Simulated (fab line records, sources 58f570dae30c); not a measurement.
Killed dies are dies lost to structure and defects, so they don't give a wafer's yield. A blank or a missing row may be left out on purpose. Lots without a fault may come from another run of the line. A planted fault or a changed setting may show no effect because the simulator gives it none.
fab line records | flow berkeley_cmos170
record lots=5 wafers=15 last_day=13
route steps=331 shown NWELL@30 PWELL@34 WELLDRIVE@55 ACTIVE@60
lots that met no fault: from a run of the same line without faults
start_h: hours from the record's first day to the start of the lot's first wafer shown | wait_h: hours since the lot's step before | " the same as in the row above | L1.1+2: a row that stands for several wafers | - no value, or no start given | * or withheld: withheld | < > ~ a bound
route shown NAME@n: a module of which the file shows steps, and the number in the route of the first | usual: mean/standard deviation of fault-free wafers | same: alike in all rows | chamber/n: place in a boat | sites: the reading at each site | _std_site: their standard deviation | _edge_site: outer sites' mean less inner sites' | radius_mm: how far each site lies from the wafer's centre | mask NAME#n: copy n | behind: the tool/chamber that last shaped the wafer | hold: why the lot was held/for how many hours/how that ended | device: the transistor (n, p or np) that didn't switch | end of line: the same wafers' tests at the end of the route | a step without rows: its recipe alone | killed: dies lost to structure and defects at the first sort, not the wafer's yield | map: a wafer's dies, x killed, . not, _ none there
set.NAME: the setting as run; set.NAME@STEP: as run at that earlier step | model.NAME: the simulator's own value behind a step, which no gauge read
lots at some steps of the route; a table a step, a row a wafer
services: from which hour (start_h, from the record's first day; less than 0 if before it) a tool's chamber was out of use, for how many hours, and why
## steps
# step UCB170_NWELL_TW_MEAS_16
# usual NWELL_TW=1234/10
# columns lot.wafer tool chamber start_h wait_h NWELL_TW
L074.1 film_metro-01 - 40.31 0.1 1248
L074.3 " - " " 1246
L074.4 " - " " 1249
L079.1 film_metro-04 - 63.53 0.1 1216
L079.2 " - " " 1220
L079.3 " - " " 1221
L084.2 film_metro-04 - 93.41 0.1 1231
L084.3 " - " " 1232
L084.4 " - " " 1231
L093.1 film_metro-01 - 136.13 0.1 1258
L093.4 " - " " 1249
L093.6 " - " " 1249
L095.4 film_metro-04 - 141.63 0.1 1228
L095.5 " - " " 1223
L095.6 " - " " 1223
# step UCB170_NWELL_CLEAN_17
# recipe chemistry=SPM temp_c=120 time_s=600
# same time_s=600
# columns lot.wafer tool chamber start_h wait_h
L074.1+3+4 wet_bench-03 1 40.37 0.1
L079.1+2+3 wet_bench-02 2 63.59 0.1
L084.2+3+4 wet_bench-01 1 93.46 0.0
L093.1+4+6 wet_bench-03 1 136.28 0.1
L095.4+5+6 wet_bench-02 1 142.92 1.3
# step UCB170_NWELL_WET_ETCH_18
# recipe chemistry=H3PO4 target=Si3N4 temp_c=160 time_s=14400
# same time_s=14400
# columns lot.wafer tool chamber start_h wait_h
L074.1+3+4 wet_bench-02 2 40.54 0.0
L079.1+2+3 wet_bench-02 0 63.80 0.0
L084.2+3+4 wet_bench-01 1 93.65 0.0
L093.1+4+6 wet_bench-03 0 136.66 0.0
L095.4+5+6 wet_bench-02 1 143.20 0.1
# step UCB170_NWELL_WET_ETCH_19
# recipe chemistry=BOE dilution=5:1 target=SiO2 temp_c=25 time_s=22
# same time_s=22
# columns lot.wafer tool chamber start_h wait_h
L074.1+3+4 wet_bench-02 0 49.26 0.7
L079.1+2+3 wet_bench-02 3 68.77 0.2
L084.2+3+4 wet_bench-03 1 98.76 0.7
L093.1+4+6 wet_bench-03 3 145.09 0.4
L095.4+5+6 wet_bench-01 1 147.57 0.0
# step UCB170_PWELL_CLEAN_00
# recipe chemistry=SPM temp_c=120 time_s=600
# same time_s=600
# columns lot.wafer tool chamber start_h wait_h
L074.1+3+4 wet_bench-02 3 49.64 0.3
L079.1+2+3 wet_bench-02 0 68.82 0.0
L084.2+3+4 wet_bench-02 0 98.93 0.2
L093.1+4+6 wet_bench-03 0 145.28 0.2
L095.4+5+6 wet_bench-02 3 147.59 0.0
# step UCB170_PWELL_CLEAN_01
# recipe chemistry=dHF dilution=25:1 time_s=60
# same time_s=60
# columns lot.wafer tool chamber start_h wait_h
L074.1+3+4 wet_bench-02 0 50.37 0.4
L079.1+2+3 wet_bench-03 1 69.03 0.0
L084.2+3+4 wet_bench-02 2 99.12 0.0
L093.1+4+6 wet_bench-03 1 145.46 0.0
L095.4+5+6 wet_bench-01 3 147.78 0.0
# step UCB170_PWELL_OXIDATION_02
# recipe temp_c=1000 ambient=O2 target_thk_a=264 ox_time_s=1260
# columns lot.wafer tool chamber start_h wait_h
L074.1+3+4 furnace-02 0 50.60 0.2
L079.1+2+3 furnace-01 0 71.02 2.0
L084.2+3+4 furnace-02 0 102.21 3.1
L093.1+4+6 furnace-02 0 146.96 1.5
L095.4+5+6 furnace-04 0 153.50 5.7
# step UCB170_PWELL_THK_MEAS_03
# recipe reads=SiO2_of_PWELL_OXIDATION_02
# usual PWELL_OXIDE_THK=26.6/0.57
# columns lot.wafer tool chamber start_h wait_h PWELL_OXIDE_THK[nm]
L074.1 film_metro-03 - 51.99 0.0 26.5
L074.3 " - " " 26.1
L074.4 " - " " 26.3
L079.1 film_metro-04 - 72.37 0.0 26.1
L079.2 " - " " 27.0
L079.3 " - " " 26.4
L084.2 film_metro-04 - 103.57 0.0 26.3
L084.3 " - " " 27.0
L084.4 " - " " 26.8
L093.1 film_metro-03 - 148.31 0.0 26.9
L093.4 " - " " 27.2
L093.6 " - " " 26.7
L095.4 film_metro-02 - 154.88 0.0 26.6
L095.5 " - " " 27.3
L095.6 " - " " 26.7
# step UCB170_PWELL_ANNEAL_04
# recipe temp_c=1000 time_s=900 ambient=N2
# same time_s=900
# columns lot.wafer tool chamber start_h wait_h
L074.1+3+4 furnace-02 0 58.20 6.2
L079.1+2+3 furnace-01 0 78.14 5.8
L084.2+3+4 furnace-02 0 107.91 4.3
L093.1+4+6 furnace-01 0 154.97 6.6
L095.4+5+6 furnace-01 0 154.97 0.1
# step UCB170_PWELL_CVD_05
# recipe material=Si3N4 target_thk_nm=220 temp_c=800 precursor=SiH2Cl2/NH3 time_s=3300 pressure_mtorr=200 sih2cl2_flow_sccm=25 nh3_flow_sccm=75
# same time_s=3300
# columns lot.wafer tool chamber start_h wait_h
L074.1+3+4 lpcvd-02 0 60.08 0.6
L079.1+2+3 lpcvd-01 1 79.81 0.4
L084.2+3+4 lpcvd-02 1 109.16 0.0
L093.1+4+6 lpcvd-02 0 156.22 0.0
L095.4+5+6 lpcvd-02 0 156.22 0.0
# step UCB170_PWELL_THK_MEAS_06
# recipe reads=Si3N4_of_PWELL_CVD_05
# usual PWELL_NITRIDE_THK=220.1/2.2
# columns lot.wafer tool chamber start_h wait_h PWELL_NITRIDE_THK[nm]
L074.1 film_metro-03 - 62.00 0.0 222.9
L074.3 " - " " 223.1
L074.4 " - " " 221.1
L079.1 film_metro-04 - 82.68 0.0 218.9
L079.2 " - " " 220.0
L079.3 " - " " 220.5
L084.2 film_metro-04 - 111.09 0.0 217.3
L084.3 " - " " 214.3
L084.4 " - " " 217.2
L093.1 film_metro-04 - 158.14 0.0 219.9
L093.4 " - " " 220.4
L093.6 " - " " 222.0
L095.4 film_metro-02 - 158.17 0.0 222.9
L095.5 " - " " 222.0
L095.6 " - " " 220.0
# step UCB170_PWELL_HMDS_07
# recipe prime_time_s=60 prime_temp_c=100
# columns lot.wafer tool chamber start_h wait_h
L074.1+3+4 litho_track-04 0 62.30 0.3
L079.1+2+3 litho_track-03 0 82.93 0.2
L084.2+3+4 litho_track-01 0 111.41 0.3
L095.4+5+6 litho_track-03 0 158.77 0.6
L093.1+4+6 litho_track-01 0 158.79 0.6
# step UCB170_PWELL_COAT_08
# recipe resist=KrF spin_rpm=1500 resist_thk_nm=900
# columns lot.wafer tool chamber start_h wait_h
L074.1+3+4 litho_track-04 0 62.45 0.1
L079.1+2+3 litho_track-03 0 83.08 0.1
L084.2+3+4 litho_track-01 0 111.56 0.1
L095.4+5+6 litho_track-03 0 158.92 0.1
L093.1+4+6 litho_track-01 0 158.94 0.1
# step UCB170_PWELL_SOFTBAKE_09
# recipe resist=KrF temp_c=130 time_s=60
# same time_s=60
# columns lot.wafer tool chamber start_h wait_h
L074.1+3+4 litho_track-04 0 62.60 0.1
L079.1+2+3 litho_track-03 0 83.23 0.1
L084.2+3+4 litho_track-01 0 111.71 0.1
L095.4+5+6 litho_track-03 0 159.07 0.1
L093.1+4+6 litho_track-01 0 159.09 0.1
# step UCB170_PWELL_EXPOSE_10
# recipe mask_id=PWELL target_cd_nm=3000 na=0.5 sigma_outer=0.6 source_shape=conventional dose_mj=19
# usual focus_offset_nm=0.0/0.59 stage_vel_mm_s=499.96/0.29
# columns lot.wafer tool chamber start_h wait_h mask focus_offset_nm stage_vel_mm_s
L074.1 krf_scanner-02 0 62.75 0.1 PWELL#0 1.1 499.63
L074.3 " 0 " " PWELL#0 0.3 499.97
L074.4 " 0 " " PWELL#0 0.6 500.03
L079.1 krf_scanner-01 0 83.51 0.2 PWELL#0 0.2 499.65
L079.2 " 0 " " PWELL#0 -0.1 500.07
L079.3 " 0 " " PWELL#0 0.7 499.85
L084.2 krf_scanner-01 0 111.98 0.2 PWELL#0 -0.7 500.01
L084.3 " 0 " " PWELL#0 -0.6 500.08
L084.4 " 0 " " PWELL#0 -0.6 499.89
L095.4 krf_scanner-01 0 159.33 0.2 PWELL#0 0.0 499.50
L095.5 " 0 " " PWELL#0 0.1 499.74
L095.6 " 0 " " PWELL#0 -0.4 500.22
L093.1 krf_scanner-02 0 159.51 0.4 PWELL#0 0.5 500.25
L093.4 " 0 " " PWELL#0 -0.3 499.69
L093.6 " 0 " " PWELL#0 0.5 500.13
# step UCB170_PWELL_PEB_11
# recipe peb_temp_c=130 peb_time_s=withheld resist=KrF
# columns lot.wafer tool chamber start_h wait_h
L074.1+3+4 litho_track-04 0 62.87 0.1
L079.1+2+3 litho_track-01 0 83.63 0.1
L084.2+3+4 litho_track-03 0 112.17 0.2
L095.4+5+6 litho_track-01 0 159.87 0.5
L093.1+4+6 litho_track-01 0 160.07 0.5
# step UCB170_PWELL_DEVELOP_12
# recipe developer=TMAH develop_time_s=45 resist=KrF dev_temp_c=21
# columns lot.wafer tool chamber start_h wait_h
L074.1+3+4 litho_track-04 0 - -
L079.1+2+3 litho_track-01 0 - -
L084.2+3+4 litho_track-03 0 - -
L095.4+5+6 litho_track-01 0 - -
L093.1+4+6 litho_track-01 0 - -
# step UCB170_PWELL_OVL_MEAS_13
# usual PWELL_OVL=1/5.8
# columns lot.wafer tool chamber start_h wait_h PWELL_OVL[nm]
L074.1 overlay-01 - 63.14 - -10
L074.3 " - " " -3
L074.4 " - " " 3
L079.1 overlay-02 - 83.90 - 0
L079.2 " - " " -6
L079.3 " - " " 0
L084.2 overlay-01 - 112.42 - -3
L084.3 " - " " -9
L084.4 " - " " -3
L095.4 overlay-02 - 160.09 - 5
L095.5 " - " " -1
L095.6 " - " " 8
L093.1 overlay-02 - 160.34 - 4
L093.4 " - " " 3
L093.6 " - " " -7
# step UCB170_PWELL_ETCH_14
# recipe chemistry=CH3F/Ar/O2 target=Si3N4 stop_on=SiO2 CH3F_flow_sccm=20 Ar_flow_sccm=50 O2_flow_sccm=7 pressure_mtorr=50 rf_w=450 target_depth_a=2420 over_etch_frac=0.1 time_s=151
# usual drypump_motor_current_A=5.8/0.39 oes_product_au=0.951/0.017 throttle_valve_pct=8.02/0.091
# same time_s=151
# columns lot.wafer tool chamber start_h wait_h drypump_motor_current_A oes_product_au rf_hours_counter_h throttle_valve_pct
L074.1 rie_diel-02 3 63.20 0.1 5.8 0.971 105 8.00
L074.3 " 1 " " 5.7 0.947 62 8.20
L074.4 " 2 " " 4.7 0.964 17 7.91
L079.1 rie_diel-02 2 83.94 0.0 4.7 0.950 18 7.91
L079.2 " 1 " " 5.7 0.945 64 8.22
L079.3 " 3 " " 5.8 0.967 107 8.01
L084.2 rie_diel-04 1 112.45 0.0 5.8 0.958 12 8.03
L084.3 " 2 " " 5.8 0.947 14 8.05
L084.4 " 3 " " 5.7 0.942 15 7.97
L095.4 rie_diel-02 0 160.16 0.1 6.3 0.955 - 8.05
L095.5 " 3 " " 5.8 0.966 - 8.03
L095.6 " 2 " " 4.7 0.954 - 7.91
L093.1 rie_diel-04 0 160.38 0.0 6.3 0.956 5 8.06
L093.4 " 2 " " 5.8 0.969 17 8.03
L093.6 " 0 " " 6.3 0.964 - 8.06
# step UCB170_PWELL_IMPLANT_15
# recipe species=B dose_cm2=5e+12 energy_kev=60 tilt_deg=7
# columns lot.wafer tool chamber start_h wait_h
L074.1+3+4 implanter-04 0 63.30 0.1
L079.1+2+3 implanter-02 0 84.04 0.1
L084.2+3+4 implanter-02 0 112.58 0.1
L095.4+5+6 implanter-02 0 160.28 0.1
L093.1+4+6 implanter-01 0 160.48 0.1
# step UCB170_PWELL_STRIP_16
# recipe chemistry=O2 power_w=400 pressure_mtorr=3500 platen_temp_c=withheld o2_flow_sccm=400 overash_fraction=0.5
# usual drypump_motor_current_A=5.7/0.48 oes_product_au=0.721/0.0045 strip_time_to_endpoint_s=18.09/0.081
# columns lot.wafer tool chamber start_h wait_h drypump_motor_current_A oes_product_au rf_hours_counter_h strip_time_to_endpoint_s
L074.1 plasma_asher-04 1 63.45 0.1 5.6 0.719 31 18.08
L074.3 " 0 " " 5.4 0.720 - 18.11
L074.4 " 1 " " 5.6 0.721 - 18.03
L079.1 plasma_asher-01 0 84.19 0.1 5.5 0.726 38 18.06
L079.2 " 1 " " 5.7 0.710 38 18.16
L079.3 " 0 " " 5.5 0.717 - 18.18
L084.2 plasma_asher-02 0 112.70 0.1 5.2 0.721 39 18.01
L084.3 " 0 " " 5.2 0.724 - 18.01
L084.4 " 1 " " 6.6 0.713 - 18.15
L095.4 plasma_asher-02 1 160.39 0.1 6.6 0.732 - 18.06
L095.5 " 1 " " 6.5 0.724 - 18.10
L095.6 " 0 " " 5.2 0.715 - 17.99
L093.1 plasma_asher-02 1 160.63 0.1 6.6 0.715 45 18.06
L093.4 " 0 " " 5.2 0.716 - 18.15
L093.6 " 1 " " 6.5 0.721 - 18.12
# step UCB170_PWELL_TW_MEAS_17
# usual PWELL_TW=375.2/2.9
# columns lot.wafer tool chamber start_h wait_h PWELL_TW
L074.1 film_metro-02 - 63.55 0.1 371.3
L074.3 " - " " 374.1
L074.4 " - " " 374.0
L079.1 film_metro-04 - 84.29 0.1 372.5
L079.2 " - " " 372.0
L079.3 " - " " 372.5
L084.2 film_metro-02 - 112.81 0.1 375.2
L084.3 " - " " 375.8
L084.4 " - " " 376.7
L095.4 film_metro-04 - 160.49 0.1 373.0
L095.5 " - " " 372.6
L095.6 " - " " 373.9
L093.1 film_metro-03 - 160.73 0.1 376.3
L093.4 " - " " 378.3
L093.6 " - " " 378.5
# step UCB170_PWELL_CLEAN_18
# recipe chemistry=SPM temp_c=120 time_s=600
# same time_s=600
# columns lot.wafer tool chamber start_h wait_h
L074.1+3+4 wet_bench-01 3 63.61 0.1
L079.1+2+3 wet_bench-01 0 84.35 0.1
L084.2+3+4 wet_bench-03 2 113.76 0.9
L095.4+5+6 wet_bench-03 0 160.52 0.0
L093.1+4+6 wet_bench-01 0 164.35 3.6
# step UCB170_PWELL_WET_ETCH_19
# recipe chemistry=H3PO4 target=Si3N4 temp_c=160 time_s=14400
# same time_s=14400
# columns lot.wafer tool chamber start_h wait_h
L074.1+3+4 wet_bench-01 0 63.78 0.0
L079.1+2+3 wet_bench-03 0 84.56 0.0
L084.2+3+4 wet_bench-03 0 114.42 0.5
L095.4+5+6 wet_bench-03 2 160.69 0.0
L093.1+4+6 wet_bench-03 3 164.70 0.2
# step UCB170_PWELL_WET_ETCH_20
# recipe chemistry=BOE dilution=5:1 target=SiO2 temp_c=25 time_s=22
# same time_s=22
# columns lot.wafer tool chamber start_h wait_h
L074.1+3+4 wet_bench-01 2 68.25 0.5
L079.1+2+3 wet_bench-03 3 88.80 0.2
L084.2+3+4 wet_bench-03 3 118.96 0.5
L095.4+5+6 wet_bench-01 1 164.73 0.0
L093.1+4+6 wet_bench-03 1 168.71 0.0
# step UCB170_WELLDRIVE_CLEAN_00
# recipe chemistry=SPM temp_c=120 time_s=600
# same time_s=600
# columns lot.wafer tool chamber start_h wait_h
L074.1+3+4 wet_bench-02 1 68.57 0.3
L079.1+2+3 wet_bench-03 3 89.20 0.4
L084.2+3+4 wet_bench-03 3 119.17 0.2
L095.4+5+6 wet_bench-01 2 164.94 0.2
L093.1+4+6 wet_bench-03 2 168.72 0.0
# step UCB170_WELLDRIVE_OXIDATION_01
# recipe temp_c=1100 ambient=O2 target_thk_a=1990 ox_time_s=9000
# columns lot.wafer tool chamber start_h wait_h
L074.1+3+4 furnace-02 0 70.13 1.4
L079.1+2+3 furnace-02 0 91.21 1.8
L084.2+3+4 furnace-01 0 121.14 1.8
L095.4+5+6 furnace-02 0 168.42 3.3
L093.1+4+6 furnace-01 0 172.97 4.1
# step UCB170_WELLDRIVE_THK_MEAS_02
# recipe reads=SiO2_of_WELLDRIVE_OXIDATION_01
# usual WELLDRIVE_OXIDE_THK=200/3.4
# columns lot.wafer tool chamber start_h wait_h WELLDRIVE_OXIDE_THK[nm]
L074.1 film_metro-01 - 73.63 0.0 203
L074.3 " - " " 205
L074.4 " - " " 202
L079.1 film_metro-03 - 94.71 0.0 195
L079.2 " - " " 201
L079.3 " - " " 196
L084.2 film_metro-03 - 124.65 0.0 201
L084.3 " - " " 197
L084.4 " - " " 196
L095.4 film_metro-01 - 171.95 0.0 196
L095.5 " - " " 196
L095.6 " - " " 200
L093.1 film_metro-01 - 176.48 0.0 198
L093.4 " - " " 196
L093.6 " - " " 198
# step UCB170_WELLDRIVE_ANNEAL_03
# recipe temp_c=1100 time_s=900 ambient=N2
# same time_s=900
# columns lot.wafer tool chamber start_h wait_h
L074.1+3+4 furnace-01 0 79.39 5.7
L079.1+2+3 furnace-01 0 98.44 3.7
L084.2+3+4 furnace-04 0 127.52 2.9
L095.4+5+6 furnace-01 0 176.47 4.5
L093.1+4+6 furnace-04 0 180.95 4.5
# step UCB170_WELLDRIVE_WET_ETCH_04
# recipe chemistry=BOE dilution=5:1 target=SiO2 temp_c=25 time_s=120
# same time_s=120
# columns lot.wafer tool chamber start_h wait_h
L074.1+3+4 wet_bench-01 0 80.64 0.0
L079.1+2+3 wet_bench-02 1 99.69 0.0
L084.2+3+4 wet_bench-01 2 128.77 0.0
L095.4+5+6 wet_bench-03 0 177.72 0.0
L093.1+4+6 wet_bench-03 2 182.20 0.0
# step UCB170_ACTIVE_CLEAN_00
# recipe chemistry=SPM temp_c=120 time_s=600
# same time_s=600
# columns lot.wafer tool chamber start_h wait_h
L074.1+3+4 wet_bench-03 2 80.69 0.0
L079.1+2+3 wet_bench-02 1 99.73 0.0
L084.2+3+4 wet_bench-03 1 128.81 0.0
L095.4+5+6 wet_bench-02 2 177.76 0.0
L093.1+4+6 wet_bench-03 2 182.25 0.0
# step UCB170_ACTIVE_CLEAN_01
# recipe chemistry=dHF dilution=25:1 time_s=60
# same time_s=60
# columns lot.wafer tool chamber start_h wait_h
L074.1+3+4 wet_bench-02 3 80.86 0.0
L079.1+2+3 wet_bench-02 2 99.90 0.0
L084.2+3+4 wet_bench-01 3 129.00 0.0
L095.4+5+6 wet_bench-03 1 177.94 0.0
L093.1+4+6 wet_bench-03 1 182.60 0.2
# step UCB170_ACTIVE_OXIDATION_02
# recipe temp_c=1000 ambient=O2 target_thk_a=264 ox_time_s=1260
# columns lot.wafer tool chamber start_h wait_h
L074.1+3+4 furnace-01 0 86.32 5.4
L079.1+2+3 furnace-01 0 102.85 2.9
L084.2+3+4 furnace-02 0 133.93 4.9
L093.1+4+6 furnace-04 0 183.55 0.9
L095.4+5+6 furnace-04 0 183.55 5.6
## services
# columns tool chamber start_h hours kind
lpcvd-02 - 20.76 2.8 pm
krf_scanner-02 - 30.27 0.2 repair
krf_scanner-01 - 38.29 0.8 pm
furnace-02 - 41.30 3.3 pm
krf_scanner-02 - 42.60 0.9 repair
furnace-04 - 52.23 2.6 pm
krf_scanner-02 - 54.09 1.3 pm
krf_scanner-02 - 72.02 1.0 pm
krf_scanner-02 - 73.30 1.2 repair
implanter-02 - 86.51 4.7 repair
plasma_asher-02 - 87.91 1.6 repair
rie_diel-04 3 98.56 7.5 repair
krf_scanner-01 - 118.79 1.0 pm
krf_scanner-02 - 121.60 3.6 pm
implanter-02 - 131.97 2.8 repair
rie_diel-04 2 136.30 3.8 repair
rie_diel-04 3 140.62 15.6 repair
furnace-01 - 141.22 3.3 pm
implanter-02 - 145.39 2.7 repair
furnace-01 - 152.15 2.8 pm
furnace-02 - 155.31 3.9 pm
rie_diel-02 1 157.96 8.2 repair
krf_scanner-01 - 173.67 1.3 pm
rie_diel-02 3 173.81 4.6 repair
## key
fault none
